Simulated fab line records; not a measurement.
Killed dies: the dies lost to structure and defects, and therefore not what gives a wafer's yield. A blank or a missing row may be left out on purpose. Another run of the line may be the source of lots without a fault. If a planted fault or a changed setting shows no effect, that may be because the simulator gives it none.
Comparing a struck lot with a sound one | flow rit cmos | 17 steps out of a route of 202
Sound: the wafers L339.4, L339.5, L339.6. Wafers L331.1, L331.4, L331.5 were the ones struck. At the end, the cause is stated.
For every step that has rows: the tool of each side, followed by ch and its chambers, followed by its first start. Under that, the readings that differ: sound wafers | struck wafers | difference of the means | sigmas: that difference in standard deviations of wafers without a fault.
alike: same words and numbers on both sides, and readings whose means sit less than 2 such deviations apart. not compared: any withheld reading, any reading some wafer has no value for, any bound like >300 that may hide the same value, and any number with overlapping values for which the record gives no deviation.
Wherever a step has rows on one side only, a row that says differs or no value, or a row with sigmas, the two part there. Non-overlapping numbers with no deviation appear without sigmas and do not part them. A reading that every wafer of one side lacks parts them only if that side has two wafers or more.

first, 2 steps without rows for these wafers: RIT_ACTIVE_CLEAN_17 (cleans in SC2, time 600 s); RIT_FOX1_OXIDATION_00 (target thk 350.7 nm, ox time 1130 s).
RIT_FOX1_THK_MEAS_01:
  sound: film metro-03 at day 5 16:48; struck: film metro-01 at day 4 05:49
  alike: FOX1_OXIDE_THK
then, 2 steps without rows for these wafers: RIT_FOX1_WET_ETCH_02 (etches SiO2 in BOE, target depth 350 nm, time 390 s); RIT_FOX2_OXIDATION_00 (target thk 350.7 nm, ox time 1130 s).
RIT_FOX2_THK_MEAS_01:
  sound: film metro-02 at day 5 18:19; struck: film metro-02 at day 4 07:19
  alike: FOX2_OXIDE_THK
then, 2 steps without rows for these wafers: RIT_FOX2_CLEAN_02 (cleans in dHF, time 180 s); RIT_FOX2_WET_ETCH_03 (etches Si3N4 in H3PO4, target depth 195 nm, time 2700 s).
RIT_FOX2_THK_MEAS_90:
  sound: film metro-02 at day 5 19:16; struck: film metro-02 at day 4 08:12
  alike: FIELD_OXIDE_LEFT_1_THK
then, 3 steps without rows for these wafers: RIT_NWELL_HMDS_00 (prime time 60 s); RIT_NWELL_COAT_01 (resist thk 1300 nm); RIT_NWELL_SOFTBAKE_02 (time 60 s).
RIT_NWELL_EXPOSE_03: exposes mask M2, target cd 43900 nm.
  sound on iline stepper-01 ch 0, day 5 19:48; struck on iline stepper-02 ch 0, day 4 08:50
  reading                       | sound                   | struck               | difference | sigmas
  model.NWELL.overlay x nm (nm) | -0.4273 -0.4273 -0.4273 | -179.1 -179.1 -179.1 | -178.7     |
  alike: mask, reticle temp C
then, 2 steps without rows for these wafers: RIT_NWELL_PEB_04; RIT_NWELL_DEVELOP_05 (develop time 68 s).
RIT_NWELL_OVL_MEAS_06:
  sound: overlay-02 at day 5 20:11; struck: overlay-02 at day 4 09:28
  reading        | sound        | struck               | difference | sigmas
  NWELL_OVL (nm) | -0.6 0.3 0.4 | -178.9 -178.7 -179.4 | -179.0     | -99 or more
  not compared: hold
RIT_M1_PROBE_99:
  sound wafers here have rows in the record (prober-01, day 7 17:55); struck ones have none

WHERE THEY PART
At RIT_NWELL_OVL_MEAS_06 first; at RIT_M1_PROBE_99 last (within this record only).

WHY: what the simulator had put in
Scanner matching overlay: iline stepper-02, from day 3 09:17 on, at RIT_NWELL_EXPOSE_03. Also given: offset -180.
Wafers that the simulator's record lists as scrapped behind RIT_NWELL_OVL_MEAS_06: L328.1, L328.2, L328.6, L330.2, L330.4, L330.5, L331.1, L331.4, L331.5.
